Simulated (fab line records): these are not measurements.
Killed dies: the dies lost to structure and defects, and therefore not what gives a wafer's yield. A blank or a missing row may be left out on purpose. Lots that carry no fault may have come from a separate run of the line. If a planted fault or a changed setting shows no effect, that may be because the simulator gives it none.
fab line records	flow berkeley_cmos170
record: lots: 6	wafers: 18	last_day: 12
route steps=331 shown PLDD@147 NLDD@158
lots that met no fault: from a run of the same line without faults
start_h: the number of hours between the record's first day and the start of the first shown wafer of the lot	wait_h: how many hours have passed since the lot's step before this one	" as in the row above	L1.1+2: a row that stands for several wafers	- either no value or no given start	* or withheld: withheld	< > ~ a bound
route shown NAME@n: NAME is a module with steps in the file, n the number in the route of the first one	usual: the fault-free wafers' mean and standard deviation	same: alike in all rows	chamber/n: place in a boat	sites: readings site by site	_std_site: the values' standard deviation	_edge_site: inner sites' mean taken away from outer sites' mean	radius_mm: for every site, how far away it sits from the centre of the wafer	mask NAME#n: copy n	behind: the most recent tool/chamber to have shaped the wafer	hold: cause of the lot's hold/its duration in hours/its outcome	device: names the non-switching transistor (n, p or np)	end of line: at the end of the route, the tests of the same wafers	where a step has no rows: the recipe by itself	killed: count of dies lost to structure and defects at first sort (not the wafer's yield)	map: dies across one wafer; x = killed, . = not, _ = none there
set.NAME: the setting the step ran with; set.NAME@STEP: the setting that earlier step ran with	model.NAME: the simulator's own value behind a step, which no gauge read
certain route steps with their lots: each step a table, each wafer a row
services: from which hour (start_h, from the record's first day; less than 0 if before it) a tool's chamber was out of use, for how many hours, and why
== steps ==
step: UCB170_PLDD_SOFTBAKE_02
recipe: resist: KrF	temp_c: 130	time_s: 60
step: UCB170_PLDD_EXPOSE_03
recipe: mask_id: PSELECT	na: 0.5	sigma_outer: 0.6	source_shape: conventional	target_cd_nm: 1200	dose_mj: 30
step: UCB170_PLDD_PEB_04
recipe: peb_temp_c: 130	peb_time_s: withheld	resist: KrF
step: UCB170_PLDD_DEVELOP_05
recipe: developer: TMAH	develop_time_s: 45	resist: KrF	dev_temp_c: 21
step: UCB170_PLDD_CD_MEAS_06
recipe: target_cd_nm: 1200
usual: cd_nm: 1200.2/1.3
lot.wafer	tool	chamber	start_h	wait_h	cd_nm
L114.2	cd_sem-01	-	178.87	-	1200.5
L114.3	"	-	"	"	1200.6
L114.5	"	-	"	"	1198.7
L112.2	cd_sem-01	-	179.20	-	1201.8
L112.4	"	-	"	"	1200.4
L112.5	"	-	"	"	1200.7
L116.2	cd_sem-02	-	207.12	-	1200.4
L116.3	"	-	"	"	1201.4
L116.6	"	-	"	"	1199.9
L122.3	cd_sem-01	-	228.97	-	1201.8
L122.4	"	-	"	"	1201.6
L122.6	"	-	"	"	1200.9
L125.3	cd_sem-02	-	241.82	-	1200.6
L125.5	"	-	"	"	1200.4
L125.6	"	-	"	"	1201.0
L127.2	cd_sem-01	-	248.54	-	1201.4
L127.4	"	-	"	"	1201.5
L127.6	"	-	"	"	1201.1
step: UCB170_PLDD_OVL_MEAS_07
usual: PLDD_OVL: 0/5.2
lot.wafer	tool	chamber	start_h	wait_h	PLDD_OVL[nm]
L114.2	overlay-01	-	178.98	0.1	-6
L114.3	"	-	"	"	0
L114.5	"	-	"	"	5
L112.2	overlay-01	-	179.30	0.1	-10
L112.4	"	-	"	"	-7
L112.5	"	-	"	"	-8
L116.2	overlay-01	-	207.22	0.1	-3
L116.3	"	-	"	"	7
L116.6	"	-	"	"	5
L122.3	overlay-01	-	229.06	0.1	5
L122.4	"	-	"	"	2
L122.6	"	-	"	"	5
L125.3	overlay-01	-	241.91	0.1	6
L125.5	"	-	"	"	6
L125.6	"	-	"	"	10
L127.2	overlay-01	-	248.65	0.1	1
L127.4	"	-	"	"	-1
L127.6	"	-	"	"	2
step: UCB170_PLDD_IMPLANT_08
recipe: species: BF2	dose_cm2: 5e+13	energy_kev: 10	tilt_deg: 7	rotation_deg: 0
step: UCB170_PLDD_IMPLANT_09
recipe: species: BF2	dose_cm2: 5e+13	energy_kev: 10	tilt_deg: 7	rotation_deg: 180
step: UCB170_PLDD_STRIP_10
recipe: chemistry: O2	power_w: 400	pressure_mtorr: 3500	platen_temp_c: withheld	o2_flow_sccm: 400	overash_fraction: 0.5
usual: chamber_pressure_mTorr: 3500/3	drypump_motor_current_A: 5.9/0.53	oes_product_au: 0.734/0.0048	strip_time_to_endpoint_s: 21.64/0.06
lot.wafer	tool	chamber	start_h	wait_h	chamber_pressure_mTorr	drypump_motor_current_A	oes_product_au	rf_hours_counter_h	strip_time_to_endpoint_s
L114.2	plasma_asher-02	0	179.31	0.1	3493	6.2	0.737	7	21.64
L114.3	"	0	"	"	3501	6.2	0.727	-	21.61
L114.5	"	0	"	"	3501	6.3	0.743	-	21.60
L112.2	plasma_asher-03	0	179.63	0.1	3499	6.6	0.730	44	21.67
L112.4	"	0	"	"	3493	6.6	0.728	-	21.66
L112.5	"	0	"	"	3501	6.6	0.732	-	21.66
L116.2	plasma_asher-04	1	207.55	0.1	3502	6.1	0.739	53	21.58
L116.3	"	0	"	"	3500	6.1	0.733	-	21.57
L116.6	"	0	"	"	3503	6.1	0.733	-	21.65
L122.3	plasma_asher-02	1	229.42	0.1	3501	5.0	0.735	-	21.55
L122.4	"	0	"	"	3498	6.2	0.730	-	21.65
L122.6	"	0	"	"	3504	6.3	0.728	-	21.63
L125.3	plasma_asher-02	1	242.27	0.1	3499	5.0	0.729	-	21.66
L125.5	"	0	"	"	3498	6.2	0.729	-	21.64
L125.6	"	1	"	"	3500	5.0	0.730	-	21.65
L127.2	plasma_asher-02	1	248.98	0.1	3500	5.0	0.733	15	21.54
L127.4	"	1	"	"	3502	5.0	0.734	-	21.57
L127.6	"	1	"	"	3501	5.0	0.730	-	21.63
step: UCB170_PLDD_TW_MEAS_11
usual: PLDD_TW: 1015/6.9
lot.wafer	tool	chamber	start_h	wait_h	PLDD_TW
L114.2	film_metro-03	-	179.42	0.1	1030
L114.3	"	-	"	"	1015
L114.5	"	-	"	"	1024
L112.2	film_metro-02	-	179.74	0.1	1017
L112.4	"	-	"	"	1008
L112.5	"	-	"	"	1014
L116.2	film_metro-03	-	207.66	0.1	1026
L116.3	"	-	"	"	1020
L116.6	"	-	"	"	1022
L122.3	film_metro-02	-	229.50	0.1	1006
L122.4	"	-	"	"	998
L122.6	"	-	"	"	1001
L125.3	film_metro-02	-	242.35	0.1	1009
L125.5	"	-	"	"	1012
L125.6	"	-	"	"	1009
L127.2	film_metro-03	-	249.09	0.1	1021
L127.4	"	-	"	"	1015
L127.6	"	-	"	"	1018
step: UCB170_PLDD_CLEAN_12
recipe: chemistry: SPM	temp_c: 120	time_s: 600
step: UCB170_NLDD_HMDS_00
recipe: prime_time_s: 60	prime_temp_c: 100
step: UCB170_NLDD_COAT_01
recipe: resist: KrF	spin_rpm: 1500	resist_thk_nm: 900
lot.wafer	tool	chamber	start_h	wait_h	model.KrF_of_NLDD_COAT_01.thk_nm
L114.2	litho_track-01	0	180.24	0.1	898.9
L114.3	"	0	"	"	902.4
L114.5	"	0	"	"	902.1
L112.2	litho_track-04	0	180.61	0.1	899.8
L112.4	"	0	"	"	901
L112.5	"	0	"	"	902.8
L116.2	litho_track-04	0	208.59	0.1	854.9
L116.3	"	0	"	"	853
L116.6	"	0	"	"	852.9
L122.3	litho_track-04	0	230.08	0.1	858.5
L122.4	"	0	"	"	857.8
L122.6	"	0	"	"	856.6
L125.3	litho_track-03	0	243.26	0.1	900.2
L125.5	"	0	"	"	901
L125.6	"	0	"	"	899.6
L127.2	litho_track-01	0	249.78	0.1	900
L127.4	"	0	"	"	897.8
L127.6	"	0	"	"	896.6
step: UCB170_NLDD_SOFTBAKE_02
recipe: resist: KrF	temp_c: 130	time_s: 60
step: UCB170_NLDD_EXPOSE_03
recipe: mask_id: NSELECT	na: 0.5	sigma_outer: 0.6	source_shape: conventional	target_cd_nm: 1200	dose_mj: 30
step: UCB170_NLDD_PEB_04
recipe: peb_temp_c: 130	peb_time_s: withheld	resist: KrF
step: UCB170_NLDD_DEVELOP_05
recipe: developer: TMAH	develop_time_s: 45	resist: KrF	dev_temp_c: 21
lot.wafer	tool	chamber	start_h	wait_h	model.KrF_of_NLDD_COAT_01.thk_nm
L114.2	litho_track-04	0	-	-	884.7
L114.3	"	0	"	"	888.2
L114.5	"	0	"	"	887.8
L112.2	litho_track-01	0	-	-	885.6
L112.4	"	0	"	"	886.8
L112.5	"	0	"	"	888.6
L116.2	litho_track-03	0	-	-	840.7
L116.3	"	0	"	"	838.8
L116.6	"	0	"	"	838.7
L122.3	litho_track-01	0	-	-	844.2
L122.4	"	0	"	"	843.6
L122.6	"	0	"	"	842.4
L125.3	litho_track-04	0	-	-	886
L125.5	"	0	"	"	886.7
L125.6	"	0	"	"	885.4
L127.2	litho_track-03	0	-	-	885.8
L127.4	"	0	"	"	883.6
L127.6	"	0	"	"	882.4
step: UCB170_NLDD_CD_MEAS_06
recipe: target_cd_nm: 1200
usual: cd_nm: 1200.0/1.5
lot.wafer	tool	chamber	start_h	wait_h	cd_nm
L114.2	cd_sem-01	-	181.18	-	1201.0
L114.3	"	-	"	"	1201.0
L114.5	"	-	"	"	1201.0
L112.2	cd_sem-01	-	181.81	-	1202.3
L112.4	"	-	"	"	1201.3
L112.5	"	-	"	"	1201.0
L116.2	cd_sem-01	-	210.01	-	1200.1
L116.3	"	-	"	"	1201.6
L116.6	"	-	"	"	1201.2
L122.3	cd_sem-02	-	230.86	-	1202.3
L122.4	"	-	"	"	1204.0
L122.6	"	-	"	"	1202.6
L125.3	cd_sem-01	-	244.62	-	1201.5
L125.5	"	-	"	"	1201.2
L125.6	"	-	"	"	1199.7
L127.2	cd_sem-02	-	250.84	-	1199.8
L127.4	"	-	"	"	1200.1
L127.6	"	-	"	"	1200.0
step: UCB170_NLDD_OVL_MEAS_07
usual: NLDD_OVL: 1/6.9
lot.wafer	tool	chamber	start_h	wait_h	NLDD_OVL[nm]
L114.2	overlay-02	-	181.29	0.1	3
L114.3	"	-	"	"	-3
L114.5	"	-	"	"	-2
L112.2	overlay-02	-	181.91	0.1	-1
L112.4	"	-	"	"	-6
L112.5	"	-	"	"	0
L116.2	overlay-01	-	210.12	0.1	-1
L116.3	"	-	"	"	-1
L116.6	"	-	"	"	5
L122.3	overlay-01	-	230.95	0.1	-5
L122.4	"	-	"	"	-3
L122.6	"	-	"	"	-11
L125.3	overlay-01	-	244.71	0.1	1
L125.5	"	-	"	"	2
L125.6	"	-	"	"	3
L127.2	overlay-02	-	250.95	0.1	0
L127.4	"	-	"	"	-3
L127.6	"	-	"	"	1
step: UCB170_NLDD_IMPLANT_08
recipe: species: As	dose_cm2: 5e+13	energy_kev: 30	tilt_deg: 7	rotation_deg: 0
step: UCB170_NLDD_IMPLANT_09
recipe: species: As	dose_cm2: 5e+13	energy_kev: 30	tilt_deg: 7	rotation_deg: 180
step: UCB170_NLDD_STRIP_10
recipe: chemistry: O2	power_w: 400	pressure_mtorr: 3500	platen_temp_c: withheld	o2_flow_sccm: 400	overash_fraction: 0.5
usual: chamber_pressure_mTorr: 3500/3.2	drypump_motor_current_A: 5.9/0.45	oes_product_au: 0.735/0.0047	strip_time_to_endpoint_s: 21.64/0.06
lot.wafer	tool	chamber	start_h	wait_h	chamber_pressure_mTorr	drypump_motor_current_A	oes_product_au	rf_hours_counter_h	strip_time_to_endpoint_s
L114.2	plasma_asher-03	1	181.62	0.1	3500	6.0	0.731	44	21.59
L114.3	"	1	"	"	3500	6.0	0.739	-	21.68
L114.5	"	1	"	"	3500	6.0	0.740	-	21.68
L112.2	plasma_asher-02	0	182.24	0.1	3502	6.2	0.739	8	21.61
L112.4	"	1	"	"	3507	5.0	0.734	-	21.66
L112.5	"	1	"	"	3494	5.0	0.738	-	21.70
L116.2	plasma_asher-03	1	210.45	0.1	3501	5.9	0.741	47	20.54
L116.3	"	1	"	"	3503	6.0	0.739	-	20.50
L116.6	"	1	"	"	3500	6.0	0.729	-	20.50
L122.3	plasma_asher-03	1	231.31	0.1	3500	6.0	0.727	-	20.63
L122.4	"	0	"	"	3501	6.6	0.732	-	20.62
L122.6	"	1	"	"	3501	6.0	0.738	-	20.58
L125.3	plasma_asher-02	0	245.07	0.1	3500	6.2	0.731	-	21.63
L125.5	"	1	"	"	3499	5.0	0.728	-	21.65
L125.6	"	0	"	"	3500	6.2	0.732	-	21.63
L127.2	plasma_asher-01	1	251.28	0.1	3502	5.9	0.736	56	21.63
L127.4	"	1	"	"	3499	5.9	0.733	-	21.57
L127.6	"	0	"	"	3501	5.5	0.730	-	21.54
step: UCB170_NLDD_TW_MEAS_11
usual: NLDD_TW: 2231/12
lot.wafer	tool	chamber	start_h	wait_h	NLDD_TW
L114.2	film_metro-04	-	181.73	0.1	2225
L114.3	"	-	"	"	2230
L114.5	"	-	"	"	2240
L112.2	film_metro-02	-	182.35	0.1	2228
L112.4	"	-	"	"	2237
L112.5	"	-	"	"	2241
L116.2	film_metro-04	-	210.56	0.1	2229
L116.3	"	-	"	"	2238
L116.6	"	-	"	"	2225
L122.3	film_metro-03	-	231.40	0.1	2226
L122.4	"	-	"	"	2235
L122.6	"	-	"	"	2236
L125.3	film_metro-03	-	245.15	0.1	2237
L125.5	"	-	"	"	2234
L125.6	"	-	"	"	2226
L127.2	film_metro-04	-	251.39	0.1	2224
L127.4	"	-	"	"	2225
L127.6	"	-	"	"	2229
== services ==
tool	chamber	start_h	hours	kind
plasma_asher-01	-	199.44	0.4	repair
plasma_asher-01	-	213.65	0.5	repair
plasma_asher-04	-	223.04	2.1	repair
plasma_asher-04	-	229.47	14.6	pm
plasma_asher-03	-	246.54	13.5	repair
== key ==
first_sign: step: UCB170_NLDD_STRIP_10	reading: strip_time_to_endpoint_s	direction: down	sigmas: 18	usual: *	struck: *	through: *
effect none on later readings
model_effect: step: UCB170_NLDD_COAT_01	value: KrF_of_NLDD_COAT_01.thk_nm	without: 901.2	struck: 855.6
model_effect: step: UCB170_NLDD_DEVELOP_05	value: KrF_of_NLDD_COAT_01.thk_nm	without: 887	struck: 841.4
met_at UCB170_NLDD_COAT_01
struck_wafers L116.2,L116.3,L116.6,L122.3,L122.4,L122.6
sort_left_out L122.3,L122.4,L122.6
tester_left_out L116,L122
loop_trim: step: UCB170_NLDD_EXPOSE_03	setting: dose	lots: L122
onset_between 180.61 208.59
also_fits UCB170_NLDD_STRIP_10:plasma_asher-03
fault: kind: process_parameter_drift	tool: litho_track-04	chamber: -	onset_h: 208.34	steps: UCB170_NLDD_COAT_01	channel: resist_thk_nm	offset: *	shape: step	end_h: 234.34	acts_in: *	stated: *
tester_left_out: of these lots the tester's yield and bins aren't shown, on N5 and GAA mostly nor the transistor test; their killed dies are dies lost to structure and defects alone, not to doping, threshold or leakage, so they don't give the yield
sort_left_out: the simulated sort isn't trusted on such a fault, so these wafers' sort isn't shown, and their yield isn't known
loop_trim: a control loop set the setting to another value than it would have without faults
